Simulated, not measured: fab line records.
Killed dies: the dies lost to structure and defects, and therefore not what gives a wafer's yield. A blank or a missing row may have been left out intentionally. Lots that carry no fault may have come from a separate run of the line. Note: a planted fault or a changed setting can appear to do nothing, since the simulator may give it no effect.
8D (eight disciplines) problem report, filled in by code -- flow berkeley-cmos170 -- the parts of the form that need people (team, actions taken, sign-off) are left out

== 1. WHAT IS WRONG ==
Wafers free of any fault read 379.3 (standard deviation 2.7) for PWELL_TW at UCB170_PWELL_TW_MEAS_17, against a mean of 355.7 on 6 wafers of 2 lots. Measured from the usual mean, that is -8.7 standard deviations.
Earliest sighting: wafer L696.2 on film-metro-03 at day 6 21:07. The record holds 42 wafers of 14 lots with a number at this step. By rule, "out" or "out of limits" means more than 4 standard deviations away from the usual mean. The rest of the wafers with a number are treated as sound.

== 2. WHAT IT IS, WHAT IT ISN'T ==
question,is,is not
which readings at this step,PWELL_TW,-
which lots,"L696, L697","L679, L680, L683, L684, L685, L686, L688, L689, L690, L699, L700, L701"
which wafers of those lots,all that have a number,-
read on which gauges,"film-metro-03, film-metro-04",film-metro-02
when,from day 6 21:07,"up to then (27 sound wafers); but 9 sound wafers of L699, L700, L701 came after"

== 3. WHAT RULES OUT EACH SUSPECT ==
Counting: any tool at a process step up to the reading is kept as a suspect provided that every lot that is out went through it and no sound lot did after the first of them.
- the gauge at UCB170_PWELL_TW_MEAS_17 has been ruled out. The wafers that are out were read on 2 gauges (film-metro-03, film-metro-04).
- implanter-02 at UCB170_PWELL_IMPLANT_15: kept. Every lot that is out went through it, starting with L696 (day 6 20:53), and after that it ran no sound lot; the last sound lot it ran before then is L690 (day 5 21:57). Its own dose-ions-cm2, faraday-current-uA readings are out on those wafers.
The count leaves implanter-02 at UCB170_PWELL_IMPLANT_15.

== 4. THE CAUSE (what the simulator had put in) ==
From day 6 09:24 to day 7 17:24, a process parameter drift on implanter-02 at UCB170_PWELL_IMPLANT_15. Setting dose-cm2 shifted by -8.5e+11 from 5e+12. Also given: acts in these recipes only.
This tool alone remained once counting was done.

== 5. SEQUENCE OF EFFECTS, ordered by route ==
Each row: a reading whose mean over the struck wafers that have a number lies more than 3 standard deviations from the usual. Only readings whose record carries a usual standard deviation are examined. hours: median over the lots of the time between each lot's start at the first step of this table that gives one and its start at this step. sigmas: the change, counted in usual standard deviations.
hours,step,reading,usual,on struck wafers,change,sigmas
0,UCB170_PWELL_IMPLANT_15,dose-ions-cm2,5e+12,4e+12,-8e+11,-99 or more
0,UCB170_PWELL_IMPLANT_15,faraday-current-uA,15.8,12.9,-2.9,-8.9
0,UCB170_PWELL_TW_MEAS_17,PWELL_TW,379.3,355.7,-23.6,-8.7
The process steps in it:
- UCB170_PWELL_IMPLANT_15
Later measuring or inspecting steps at which every struck wafer that the step has a row for has a number for every such reading, and none has moved that far: UCB170_SILICIDE_RS_MEAS_02.

== 6. WHAT WOULD HAVE CAUGHT IT SOONER ==
12 hours passed between the start of the fault at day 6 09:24 and the first reading out of limits at a measuring or inspecting step in this record, taken at day 6 21:07.
At UCB170_PWELL_IMPLANT_15, the tool's own readings (dose-ions-cm2, faraday-current-uA) were out on each struck wafer the step has a row for, so an alarm limit on them would have fired on the first such wafer.
L697, from the lots that are out (2), started UCB170_PWELL_IMPLANT_15 on implanter-02 later than day 6 21:07. Holding the tool at that time would have saved it.
